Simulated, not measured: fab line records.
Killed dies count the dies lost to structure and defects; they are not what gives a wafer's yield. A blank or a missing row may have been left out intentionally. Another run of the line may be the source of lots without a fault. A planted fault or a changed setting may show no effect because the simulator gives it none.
Which tool was responsible? / flow rit cmos / route of 202 steps, sampled at 1 step: 14 lots, 42 wafers

## WHAT THE GAUGES READ, wafer by wafer
RIT_NRETRO_TW_MEAS_10.
lot=L921; measured=day 2 06:00; on=film metro-01; NRETRO_TW=1050 1045 1047
lot=L922; measured=day 2 10:28; on=film metro-01; NRETRO_TW=1045 1043 1046
lot=L923; measured=day 2 16:19; on=film metro-03; NRETRO_TW=1058 1054 1062
lot=L924; measured=day 2 21:14; on=film metro-02; NRETRO_TW=1048 1042 1041
lot=L925; measured=day 3 02:16; on=film metro-03; NRETRO_TW=1043 1042 1044
lot=L926; measured=day 3 07:17; on=film metro-02; NRETRO_TW=1032 1032 1031
lot=L927; measured=day 3 11:29; on=film metro-01; NRETRO_TW=1032 1035 1028
lot=L928; measured=day 3 17:08; on=film metro-03; NRETRO_TW=1041 1047 1050
lot=L929; measured=day 3 22:05; on=film metro-03; NRETRO_TW=1043 1043 1043
lot=L930; measured=day 4 03:49; on=film metro-02; NRETRO_TW=1034 1031 1033
lot=L934; measured=day 4 23:24; on=film metro-01; NRETRO_TW=1036 1034 1038
lot=L938; measured=day 5 18:50; on=film metro-01; NRETRO_TW=1035 1046 1039
lot=L941; measured=day 6 12:41; on=film metro-02; NRETRO_TW=1033 1036 1031
lot=L943; measured=day 6 21:43; on=film metro-02; NRETRO_TW=1033 1040 1035

## TOOL THAT RAN EACH LOT (tool first, then ch and the chambers of the sampled wafers, then the start)
No process step before these readings appears in the record.

## WHAT THE TOOLS THEMSELVES READ (means of the sampled wafers that have a number; where no wafer has one, the mark that the record gives instead)
The record holds no such reading with a usual standard deviation.

## THE ANSWER, worked out from the rows above alone
Rule: what is usual is taken from the lots themselves. The widest of any qualifying gaps counts: lots, ordered by their means at a reading, are off when they make up no more than a third of the lots, leave a main group of 4 or more, and stand apart from it by 3 or more times the standard deviation of that group's means. If all means in a main group match to the digits the tables above print for the reading, that group is not used. Also off: a lot with no number at a reading for which 4 or more lots have one. Any other lot the step has rows for is counted as sound. After the gauges, taken in route order, come the tools' own readings; for these a lot's mean is taken, as printed above. At the first step where some lot is off, the reading lying furthest off is the one used; lots without a number count as furthest.
Across all readings shown, no lot is off: no conclusion can be drawn from this.

## WHAT THE SIMULATOR PUT IN
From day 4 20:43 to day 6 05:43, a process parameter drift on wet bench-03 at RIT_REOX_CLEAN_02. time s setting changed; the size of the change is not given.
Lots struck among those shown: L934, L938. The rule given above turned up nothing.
